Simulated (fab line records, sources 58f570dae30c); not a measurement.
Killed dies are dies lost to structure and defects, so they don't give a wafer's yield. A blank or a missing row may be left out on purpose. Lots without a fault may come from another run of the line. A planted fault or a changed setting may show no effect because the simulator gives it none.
Which tool did it? | flow berkeley_cmos170 | 14 lots, 42 wafers sampled, at 3 steps of a route of 331

WHAT THE GAUGES READ, wafer by wafer
UCB170_SDANNEAL_RS_MEAS_04: measures by four-point-probe.
lot  | measured     | on            | PLDD_RS (ohm/sq)
L792 | day 7 02:17  | film_metro-03 | 1027 1027 1028
L793 | day 7 02:02  | film_metro-02 | 1035 1031 1032
L794 | day 7 06:29  | film_metro-03 | 1033 1032 1033
L796 | day 7 14:40  | film_metro-03 | 1027 1031 1030
L795 | day 7 14:43  | film_metro-04 | 1035 1034 1034
L798 | day 8 00:04  | film_metro-04 | 1033 1031 1032
L799 | day 8 18:39  | film_metro-03 | 1048 1047 1049 1049 1047 1046
L802 | day 8 23:34  | film_metro-04 | 1039 1036 1037
L801 | day 8 23:25  | film_metro-02 | 1042 1041 1042 1040 1041 1044
L807 | day 9 18:00  | film_metro-02 | 1030 1031 1033
L808 | day 10 10:34 | film_metro-03 | 1029 1031 1027
L810 | day 10 16:35 | film_metro-02 | 1028 1032 1034
L806 | day 10 16:31 | film_metro-03 | 1031 1031 1034
L813 | day 10 18:45 | film_metro-02 | 1033 1034 1031

UCB170_SDANNEAL_RS_MEAS_05: measures by four-point-probe.
lot  | measured     | on            | NLDD_RS (ohm/sq)
L792 | day 7 02:25  | film_metro-03 | 613.1 615.5 614.6
L793 | day 7 02:09  | film_metro-02 | 616.6 615.6 617.2
L794 | day 7 06:37  | film_metro-03 | 615.5 614.0 614.5
L796 | day 7 14:47  | film_metro-03 | 617.3 615.4 615.3
L795 | day 7 14:50  | film_metro-04 | 616.5 615.0 617.0
L798 | day 8 00:11  | film_metro-04 | 617.5 617.2 616.5
L799 | day 8 22:53  | film_metro-03 | 616.7 613.7 615.9
L802 | day 8 23:41  | film_metro-04 | 618.1 616.7 617.5
L801 | day 9 07:40  | film_metro-02 | 615.9 615.7 614.6
L807 | day 9 18:07  | film_metro-02 | 614.2 616.1 615.3
L808 | day 10 10:41 | film_metro-03 | 614.7 614.8 613.9
L810 | day 10 16:43 | film_metro-02 | 614.8 612.4 611.7
L806 | day 10 16:38 | film_metro-03 | 615.5 615.1 615.9
L813 | day 10 18:52 | film_metro-02 | 613.7 615.4 614.4

WHICH TOOL RAN EACH LOT (tool, then ch and the chambers of the sampled wafers, then the start)
lot  | UCB170_PLDD_IMPLANT_09
L792 | implanter-04 ch 0, day 6 15:49
L793 | implanter-01 ch 0, day 6 16:39
L794 | implanter-02 ch 0, day 6 19:00
L796 | implanter-04 ch 0, day 7 03:18
L795 | implanter-02 ch 0, day 7 05:05
L798 | implanter-01 ch 0, day 7 08:38
L799 | implanter-02 ch 0, day 8 05:10
L802 | implanter-01 ch 0, day 8 09:14
L801 | implanter-02 ch 0, day 8 09:47
L807 | implanter-01 ch 0, day 9 06:28
L808 | implanter-01 ch 0, day 9 23:35
L810 | implanter-01 ch 0, day 10 01:40
L806 | implanter-04 ch 0, day 10 01:59
L813 | implanter-01 ch 0, day 10 06:48
- UCB170_PLDD_IMPLANT_09

WHAT THE TOOLS THEMSELVES READ (means of the sampled wafers that have a number; where no wafer has one, the mark that the record gives instead)
UCB170_PLDD_IMPLANT_09.
lot  | tool         | beam_on_s (s) | dose_ions_cm2
L792 | implanter-04 | 9.99          | 5e+13
L793 | implanter-01 | 9.93          | 5e+13
L794 | implanter-02 | 10.17         | 5e+13
L796 | implanter-04 | 10.08         | 5e+13
L795 | implanter-02 | 10.33         | 5e+13
L798 | implanter-01 | 10.04         | 5e+13
L799 | implanter-02 | 9.94          | 5e+13
L802 | implanter-01 | 10.06         | 5e+13
L801 | implanter-02 | 10.07         | 5e+13
L807 | implanter-01 | 10.10         | 5e+13
L808 | implanter-01 | 10.14         | 5e+13
L810 | implanter-01 | 10.12         | 5e+13
L806 | implanter-04 | 10.23         | 5e+13
L813 | implanter-01 | 10.07         | 5e+13

THE ANSWER, worked out from the rows above alone
Rule: what is usual is taken from the lots themselves. Put in order of their means at a reading, lots are off if they are a third of the lots or fewer, leave a main group of 4 or more, and stand apart from it by a gap of 3 or more times the standard deviation of the main group's means; of several such gaps the widest counts. A main group whose means are all the same, to the digits that the tables above print for the reading, isn't used. A lot without any number at a reading at which 4 lots or more have one is off too. The other lots that the step has rows for count as sound. The gauges are gone through in route order, then the tools' own readings, and for those a lot's mean is taken as printed above. The first step at which some lot is off is used, and at that step the reading that is off furthest; a lot without a number counts as furthest.
No lot is off at any reading shown: from this, nothing can be told.

WHAT THE SIMULATOR HAD PUT IN
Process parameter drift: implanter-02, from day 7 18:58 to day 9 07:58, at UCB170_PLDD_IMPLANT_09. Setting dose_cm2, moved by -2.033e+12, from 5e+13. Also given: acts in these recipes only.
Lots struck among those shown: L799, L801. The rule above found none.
